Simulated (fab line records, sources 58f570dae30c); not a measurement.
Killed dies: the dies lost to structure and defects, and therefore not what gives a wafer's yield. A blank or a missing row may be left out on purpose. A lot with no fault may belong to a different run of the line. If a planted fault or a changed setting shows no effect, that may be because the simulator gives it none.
Check for tools in common | flow berkeley_cmos170 | 42 wafers sampled across 14 lots

## WHY THIS WAS OPENED
At UCB170_PWELL_TW_MEAS_17 the reading PWELL_TW is flagged on 2 of 14 lots. No-fault wafers: 375, standard deviation 3.1.
Rule: a lot is flagged in two cases, either no wafer of it has a number, or all its wafers with numbers fall more than 4 standard deviations from that mean. All remaining lots are regarded as sound.

lot  | measured    | on            | PWELL_TW, wafer by wafer | flag
L272 | day 3 05:17 | film_metro-03 | 372 372 370              |
L273 | day 3 08:16 | film_metro-04 | 380 378 382              |
L274 | day 3 08:38 | film_metro-04 | 381 380 380              |
L276 | day 4 01:13 | film_metro-03 | 375 373 373              |
L278 | day 4 07:38 | film_metro-04 | 377 376 376              |
L279 | day 4 07:49 | film_metro-03 | 374 370 373              |
L277 | day 4 08:05 | film_metro-04 | 378 377 376              |
L281 | day 5 07:31 | film_metro-02 | 375 375 374              |
L285 | day 5 18:14 | film_metro-03 | 460 460 460              | FLAGGED
L286 | day 5 22:05 | film_metro-04 | 468 469 469              | FLAGGED
L290 | day 6 15:17 | film_metro-02 | 377 376 378              |
L288 | day 6 15:28 | film_metro-03 | 372 369 371              |
L293 | day 7 09:16 | film_metro-04 | 376 376 378              |
L294 | day 7 14:20 | film_metro-03 | 375 374 374              |
On average the flagged lots' numbers are 464, which is +89 against the usual, or +29 standard deviations.

## TOOL THAT RAN EACH LOT
The record keeps 1 process step preceding the reading, out of 331 steps on the route. Every cell lists first the tool, next ch and the chambers used by the sampled wafers, and last the start.
lot  | flag    | UCB170_PWELL_IMPLANT_15
L272 |         | implanter-01 ch 0, day 3 05:02
L273 |         | implanter-01 ch 0, day 3 08:01
L274 |         | implanter-02 ch 0, day 3 08:23
L276 |         | implanter-03 ch 0, day 4 00:58
L278 |         | implanter-03 ch 0, day 4 07:25
L279 |         | implanter-01 ch 0, day 4 07:34
L277 |         | implanter-02 ch 0, day 4 07:46
L281 |         | implanter-01 ch 0, day 5 07:16
L285 | FLAGGED | implanter-02 ch 0, day 5 17:41
L286 | FLAGGED | implanter-02 ch 0, day 5 21:32
L290 |         | implanter-03 ch 0, day 6 15:02
L288 |         | implanter-02 ch 0, day 6 15:13
L293 |         | implanter-01 ch 0, day 7 09:04
L294 |         | implanter-02 ch 0, day 7 14:05
These steps, and what they do:
- UCB170_PWELL_IMPLANT_15
- UCB170_PWELL_TW_MEAS_17

## FLAGGED OVER TOTAL, TOOL BY TOOL (the gauges that took the reading come last)
step                    | tool          | lots run | flagged | share of the flagged lots | sound lots run after its first flagged lot
UCB170_PWELL_IMPLANT_15 | implanter-01  | 5        | 0       | none                      | -
UCB170_PWELL_IMPLANT_15 | implanter-02  | 6        | 2       | all                       | 2 (L288,L294)
UCB170_PWELL_IMPLANT_15 | implanter-03  | 3        | 0       | none                      | -
UCB170_PWELL_TW_MEAS_17 | film_metro-02 | 2        | 0       | none                      | -
UCB170_PWELL_TW_MEAS_17 | film_metro-03 | 6        | 1       | some                      | 2 (L288,L294)
UCB170_PWELL_TW_MEAS_17 | film_metro-04 | 6        | 1       | some                      | 1 (L293)

## WHAT THE TABLE ALLOWS
1 row of the table ran every flagged lot: implanter-02 at UCB170_PWELL_IMPLANT_15.
- implanter-02 at UCB170_PWELL_IMPLANT_15 ran 6 lots, 2 of them flagged. Sound lots ran on it after the first flagged one (L288, L294), which a lasting fault on the whole tool wouldn't allow.
No row of the table ran every flagged lot and no sound lot after the first.

## WHAT THE SIMULATOR HAD INSERTED
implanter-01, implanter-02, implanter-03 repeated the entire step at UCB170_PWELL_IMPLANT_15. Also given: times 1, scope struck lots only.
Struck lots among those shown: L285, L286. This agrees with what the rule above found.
